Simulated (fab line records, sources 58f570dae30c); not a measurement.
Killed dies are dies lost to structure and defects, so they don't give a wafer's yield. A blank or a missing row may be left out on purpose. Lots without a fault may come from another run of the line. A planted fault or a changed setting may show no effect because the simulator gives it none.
Split-lot experiment | flow berkeley_cmos170 | 5 lots, 23 wafers read, on a route of 331 steps

THE SPLIT
At UCB170_PVT_IMPLANT_07, the setting energy_kev was moved away from the recipe's 30 on 11 of the 23 wafers read, by -4.0% to -1.7%. The other wafers ran this setting at the recipe's value.

The reading is taken at the split's own step.

THE READING
implant.drp_nm (the simulator's own value, which no gauge read), in nm, at UCB170_PVT_IMPLANT_07. The file gives no usual value for it.

wafer  | tool, chamber at the split | energy_kev as run | against the recipe | implant.drp_nm, nm | against lot-mates on the recipe
L075.2 | implanter-02, 0            | 29.48             | -1.7%              | 16.39              | -0.17
L075.3 | implanter-02, 0            | 29.48             | -1.7%              | 16.39              | -0.17
L075.5 | implanter-02, 0            | 29.48             | -1.7%              | 16.39              | -0.17
L075.4 | implanter-02, 0            | 30                | recipe             | 16.56              | -
L075.6 | implanter-02, 0            | 30                | recipe             | 16.56              | -
L076.2 | implanter-04, 0            | 29.33             | -2.2%              | 16.34              | -0.22
L076.6 | implanter-04, 0            | 29.33             | -2.2%              | 16.34              | -0.22
L076.3 | implanter-04, 0            | 30                | recipe             | 16.56              | -
L076.4 | implanter-04, 0            | 30                | recipe             | 16.56              | -
L076.5 | implanter-04, 0            | 30                | recipe             | 16.56              | -
L078.1 | implanter-04, 0            | 28.85             | -3.8%              | 16.18              | -0.38
L078.4 | implanter-04, 0            | 28.85             | -3.8%              | 16.18              | -0.38
L078.5 | implanter-04, 0            | 28.85             | -3.8%              | 16.18              | -0.38
L078.3 | implanter-04, 0            | 30                | recipe             | 16.56              | -
L078.6 | implanter-04, 0            | 30                | recipe             | 16.56              | -
L080.1 | implanter-03, 0            | 30                | recipe             | 16.56              | -
L080.2 | implanter-03, 0            | 30                | recipe             | 16.56              | -
L080.5 | implanter-03, 0            | 30                | recipe             | 16.56              | -
L085.1 | implanter-04, 0            | 28.81             | -4.0%              | 16.16              | -0.40
L085.4 | implanter-04, 0            | 28.81             | -4.0%              | 16.16              | -0.40
L085.6 | implanter-04, 0            | 28.81             | -4.0%              | 16.16              | -0.40
L085.2 | implanter-04, 0            | 30                | recipe             | 16.56              | -
L085.5 | implanter-04, 0            | 30                | recipe             | 16.56              | -

THE FIT
A straight line over all 23 wafers: implant.drp_nm changes by +0.0999 nm for each +1% of energy_kev; r = +1.00; the points scatter about the line by 0.0023 nm.
The same after taking each lot's own level away (the mean of its wafers on the recipe; 23 wafers): +0.0999 nm for each +1%; r = +1.00; scatter 0.0023 nm.
On that fit, the largest move of energy_kev shifts the reading by 0.4 nm.
The lots' own levels span 16.560 to 16.560 nm.
So the lot-to-lot level changes the slope little: the two slopes agree.
Check: with one of the wafers moved furthest among these (-4.0%) left out of the fit, the line predicts -0.395 nm for it against its lot-mates. It came out at -0.4 nm against them.

THE FILE'S OWN FIT
implant.drp_nm changes by +0.101 nm for each +1% of energy_kev, r = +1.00.
